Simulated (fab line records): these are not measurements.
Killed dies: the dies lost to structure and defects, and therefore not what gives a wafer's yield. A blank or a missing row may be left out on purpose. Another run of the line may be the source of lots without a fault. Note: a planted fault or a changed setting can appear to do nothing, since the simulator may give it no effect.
Split-lot trial | flow berkeley cmos170 | on a route of 331 steps: 5 lots, 23 wafers read

== THE SPLIT ==
At UCB170_SPACER_CVD_00 (deposits SiO2 from TEOS/O2, target thk 376 nm, time 47 s), the setting time s was moved away from the recipe's 47 s on 11 of the 23 wafers read, by -4.7% to +12.4%. For the rest of the wafers, this setting stayed at what the recipe calls for.

There is no step in the file separating the split from the reading.

== THE READING ==
SPACER_TEOS_THK (nm), taken at UCB170_SPACER_THK_MEAS_01. A value of 378 nm with a standard deviation of 5.3 nm is what fault-free wafers of this fab line usually give.

wafer  | tool, chamber at the split | time s as run, s | against the recipe | SPACER_TEOS_THK, nm | against lot-mates on the recipe
L074.1 | pecvd-03, 2                | 52.85            | +12.4%             | 431                 | +46
L074.2 | pecvd-03, 0                | 52.85            | +12.4%             | 422                 | +37
L074.3 | pecvd-03, 1                | 47               | recipe             | 379                 | -
L074.4 | pecvd-03, 1                | 52.85            | +12.4%             | 435                 | +50
L074.6 | pecvd-03, 0                | 47               | recipe             | 391                 | -
L076.1 | pecvd-03, 2                | 47               | recipe             | 380                 | -
L076.3 | pecvd-03, 0                | 44.77            | -4.7%              | 362                 | -19
L076.4 | pecvd-03, 1                | 47               | recipe             | 381                 | -
L076.5 | pecvd-03, 0                | 47               | recipe             | 383                 | -
L076.6 | pecvd-03, 2                | 44.77            | -4.7%              | 370                 | -11
L082.1 | pecvd-01, 2                | 47               | recipe             | 370                 | -
L082.3 | pecvd-01, 1                | 47               | recipe             | 376                 | -
L082.4 | pecvd-01, 0                | 47               | recipe             | 367                 | -
L084.1 | pecvd-03, 0                | 49.7             | +5.7%              | 393                 | +12
L084.2 | pecvd-03, 2                | 49.7             | +5.7%              | 399                 | +18
L084.3 | pecvd-03, 1                | 47               | recipe             | 378                 | -
L084.4 | pecvd-03, 2                | 47               | recipe             | 384                 | -
L084.5 | pecvd-03, 0                | 49.7             | +5.7%              | 401                 | +20
L083.1 | pecvd-02, 2                | 49.41            | +5.1%              | 394                 | +13
L083.2 | pecvd-02, 1                | 49.41            | +5.1%              | 393                 | +12
L083.4 | pecvd-02, 0                | 49.41            | +5.1%              | 396                 | +15
L083.5 | pecvd-02, 1                | 47               | recipe             | 384                 | -
L083.6 | pecvd-02, 2                | 47               | recipe             | 378                 | -

THE FIT
A straight line over all 23 wafers: SPACER_TEOS_THK changes by +3.7 nm for each +1% of time s; r = +0.95; the points scatter about the line by 6 nm.
The same after taking each lot's own level away (the mean of its wafers on the recipe; 23 wafers): +3.38 nm for each +1%; r = +0.97; scatter 4.3 nm.
The reading moves by 42 nm for the largest change in time s, on that fit.
The span of the lots' own levels, 371.0 to 385.0 nm, comes to 2.6 times the standard deviation stated above.
Consequently the slope shifts little with the lot-to-lot level, the two slopes agreeing.
Check: with one of the wafers moved furthest among these (+12.4%) left out of the fit, the line predicts +40.3 nm for it against its lot-mates. Against them it came out at +46 nm.

== OTHER SPLITS APPLIED TO THESE WAFERS ==
Before the reading, these wafers also passed through other splits. Each is held against what the fit with the lots' levels taken away leaves over:
other split on the same wafers | wafers away from the commonest value | r with SPACER_TEOS_THK (lot level and that fit taken away)
UCB170_NLDD_EXPOSE_03 dose mj  | 5                                    | -0.24

== THE WHOLE CHAIN: every reading that the file lists as answering this split, in the file's order ==
step                      | what it does                                                             | reading                                                                       | change (the file's fit)              | r (the file's)
UCB170_SPACER_CVD_00      | deposits SiO2 from TEOS/O2, target thk 376 nm, time 47 s                 | SiO2_of_SPACER_CVD_00.thk nm (the simulator's own value, which no gauge read) | +3.35 nm for each +1% of the setting | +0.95
UCB170_SPACER_THK_MEAS_01 |                                                                          | SPACER_TEOS_THK                                                               | +3.35 for each +1% of the setting    | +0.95
UCB170_SPACER_ETCHBACK_03 | etches SiO2 in CHF3/CF4/Ar, stops on Si, target depth 376 nm, time 100 s | etch.depth nm (the simulator's own value, which no gauge read)                | +3.31 nm for each +1% of the setting | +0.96

== THE FILE'S OWN FIT ==
SPACER_TEOS_THK changes by +3.35 nm for each +1% of time s, r = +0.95.
